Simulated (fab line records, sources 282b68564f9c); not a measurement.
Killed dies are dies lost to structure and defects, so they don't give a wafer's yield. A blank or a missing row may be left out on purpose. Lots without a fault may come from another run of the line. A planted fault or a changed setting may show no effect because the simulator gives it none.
A struck lot beside a sound one | flow rit_cmos | 44 steps out of a route of 202
Sound: wafers L950.2, L950.4, L950.5. Struck: wafers L956.1, L956.3, L956.6. The cause comes at the end.
At each step with rows: each side's tool, then ch and its chambers, then its first start. Under that, the readings that differ: sound wafers | struck wafers | difference of the means | sigmas: that difference in standard deviations of wafers without a fault.
alike: readings whose means differ by less than 2 such deviations, and words and numbers that are the same on both sides. not compared: withheld readings, readings that some wafer has no value for, bounds like >300 that may hide the same value, and numbers for which the record gives no deviation and whose values overlap.
The two part at a step that has a row with sigmas, a row that says differs or no value, or rows on one side only. Numbers that don't overlap but have no deviation are shown without sigmas and don't part them. A reading that every wafer of one side lacks parts them only if that side has two wafers or more.

first, 2 steps without rows for these wafers: RIT_NLDD_HARDBAKE_07 (time 60 s); RIT_NLDD_IMPLANT_08.
RIT_NLDD_STRIP_09: strips in O2, time 180 s.
  sound on plasma_asher-01 ch 0,1, day 4 04:59; struck on plasma_asher-03 ch 0,1, day 5 17:34
  alike: drypump_motor_current_A
  not compared: rf_hours_counter_h
RIT_NLDD_TW_MEAS_10:
  sound on film_metro-01, day 4 05:10; struck on film_metro-04, day 5 17:44
  alike: NLDD_TW
then, 6 steps without rows for these wafers: RIT_PLDD_HMDS_00 (prime time 60 s); RIT_PLDD_COAT_01 (resist thk 1000 nm); RIT_PLDD_SOFTBAKE_02 (time 60 s); RIT_PLDD_EXPOSE_03 (exposes mask M8, target cd 40900 nm); RIT_PLDD_PEB_04; RIT_PLDD_DEVELOP_05 (develop time 50 s).
RIT_PLDD_OVL_MEAS_06:
  sound on overlay-01, day 4 06:14; struck on overlay-01, day 5 20:28
  alike: PLDD_OVL
then, 1 step without rows for these wafers: RIT_PLDD_HARDBAKE_07 (time 60 s).
RIT_PLDD_IMPLANT_08:
  sound on implanter-04 ch 0, day 4 06:26; struck on implanter-04 ch 0, day 5 20:40
  reading                   | sound                | struck               | difference | sigmas
  beam_energy_keV           | 20.001 20.007 19.988 | 15.173 15.178 15.174 | -4.824     | -99 or more
  model.implant.rp_nm (nm)  | 17.35 17.35 17.35    | 14.25 14.25 14.25    | -3.10      |
  model.implant.drp_nm (nm) | 9.752 9.752 9.752    | 8.03 8.03 8.03       | -1.72      |
RIT_PLDD_STRIP_09: strips in O2, time 180 s.
  sound on plasma_asher-03 ch 0, day 4 06:34; struck on plasma_asher-03 ch 0,1, day 5 20:49
  alike: drypump_motor_current_A
  not compared: rf_hours_counter_h
RIT_PLDD_TW_MEAS_10:
  sound on film_metro-01, day 4 06:45; struck on film_metro-01, day 5 20:59
  reading | sound          | struck         | difference | sigmas
  PLDD_TW | 2305 2287 2302 | 2120 2126 2113 | -178       | -6
then, 4 steps without rows for these wafers: RIT_SPACER_CLEAN_00 (cleans in SC1, time 600 s); RIT_SPACER_CLEAN_01 (cleans in dHF, time 30 s); RIT_SPACER_CLEAN_02 (cleans in SC2, time 600 s); RIT_SPACER_CVD_03 (deposits Si3N4 from SiH2Cl2/NH3, target thk 250 nm, time 3300 s).
RIT_SPACER_THK_MEAS_04:
  sound on film_metro-02, day 4 09:06; struck on film_metro-03, day 6 00:27
  alike: SPACER_NITRIDE_THK
RIT_SPACER_ETCHBACK_05: etches Si3N4 in SF6/CHF3, stops on SiO2, target depth 250 nm, time 240 s.
  sound on rie_diel-02 ch 1,2, day 4 09:09; struck on rie_diel-01 ch 0,1,2, day 6 00:31
  alike: drypump_motor_current_A, oes_product_au, throttle_valve_pct
  not compared: rf_hours_counter_h
then, 6 steps without rows for these wafers: RIT_NSD_HMDS_00 (prime time 60 s); RIT_NSD_COAT_01 (resist thk 1000 nm); RIT_NSD_SOFTBAKE_02 (time 60 s); RIT_NSD_EXPOSE_03 (exposes mask M9, target cd 40700 nm); RIT_NSD_PEB_04; RIT_NSD_DEVELOP_05 (develop time 50 s).
RIT_NSD_OVL_MEAS_06:
  sound on overlay-01, day 4 10:17; struck on overlay-01, day 6 01:40
  reading      | sound          | struck      | difference | sigmas
  NSD_OVL (nm) | -0.7 -0.6 -3.5 | 1.2 3.0 1.2 | +3.4       | +2
then, 2 steps without rows for these wafers: RIT_NSD_HARDBAKE_07 (time 60 s); RIT_NSD_IMPLANT_08.
RIT_NSD_STRIP_09: strips in O2, time 180 s.
  sound on plasma_asher-01 ch 0,1, day 4 10:37; struck on plasma_asher-04 ch 0,1, day 6 02:01
  alike: drypump_motor_current_A
  not compared: rf_hours_counter_h
RIT_NSD_TW_MEAS_10:
  sound on film_metro-04, day 4 10:47; struck on film_metro-04, day 6 02:11
  alike: NSD_TW
then, 6 steps without rows for these wafers: RIT_PSD_HMDS_00 (prime time 60 s); RIT_PSD_COAT_01 (resist thk 1000 nm); RIT_PSD_SOFTBAKE_02 (time 60 s); RIT_PSD_EXPOSE_03 (exposes mask M10, target cd 40900 nm); RIT_PSD_PEB_04; RIT_PSD_DEVELOP_05 (develop time 50 s).
RIT_PSD_OVL_MEAS_06:
  sound on overlay-01, day 4 11:42; struck on overlay-01, day 6 03:23
  alike: PSD_OVL
then, 2 steps without rows for these wafers: RIT_PSD_HARDBAKE_07 (time 60 s); RIT_PSD_IMPLANT_08.
RIT_PSD_STRIP_09: strips in O2, time 180 s.
  sound on plasma_asher-04 ch 0,1, day 4 12:02; struck on plasma_asher-03 ch 0,1, day 6 03:43
  alike: drypump_motor_current_A
  not compared: rf_hours_counter_h
RIT_SDANNEAL_RS_MEAS_06: measures by four-point-probe.
  sound on film_metro-01, day 4 12:58; struck on film_metro-01, day 6 04:39
  reading          | sound             | struck            | difference | sigmas
  PLDD_RS (ohm/sq) | 179.0 179.0 179.3 | 197.0 197.3 197.7 | +18.2      | +34
RIT_M1_PROBE_99:
  sound on prober-02, day 4 20:07; struck on prober-01, day 6 11:41
  reading                             | sound             | struck            | difference | sigmas
  killed_at_contacts                  | 1 1 0             | 0 0 0             | -1         | -2
  model.etest.pmos_turned.r_on_ohm_um | 3549 3518 3523    | 4455 4501 4537    | +968       |
  model.etest.pmos_0p3.r_on_ohm_um    | 6375 6438 6359    | 6934 6978 6842    | +527       |
  model.etest.pmos_0p15.r_on_ohm_um   | 2884 2854 2865    | 3364 3420 3394    | +525       |
  model.etest.pldd.rs_ohm_sq          | 508.2 508.5 501.9 | 844.9 834.6 893.6 | +351.5     |
  model.etest.pldd.line_ohm_um        | 161.5 161.2 156.9 | 263 262.9 277.8   | +108       |
  model.etest.pmos_turned.drive_ua_um | 182.7 182 185.8   | 127.5 127.7 126.8 | -56.2      |
  model.etest.pmos_0p15.drive_ua_um   | 244.6 244.7 247.5 | 208.4 202.6 209.1 | -38.9      |
  model.etest.pmos_narrow.drive_ua_um | 99.62 97.71 100   | 92.35 90.09 94.67 | -6.74      |
  alike: killed_at_front_end, killed_dies, killed_open, killed_short

WHERE THEY PART
First at RIT_PLDD_IMPLANT_08; last, within this record, at RIT_M1_PROBE_99.

WHY: what the simulator had put in
Process parameter drift: implanter-04, from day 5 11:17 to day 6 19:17, at RIT_PLDD_IMPLANT_08. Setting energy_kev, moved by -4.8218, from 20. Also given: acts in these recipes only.
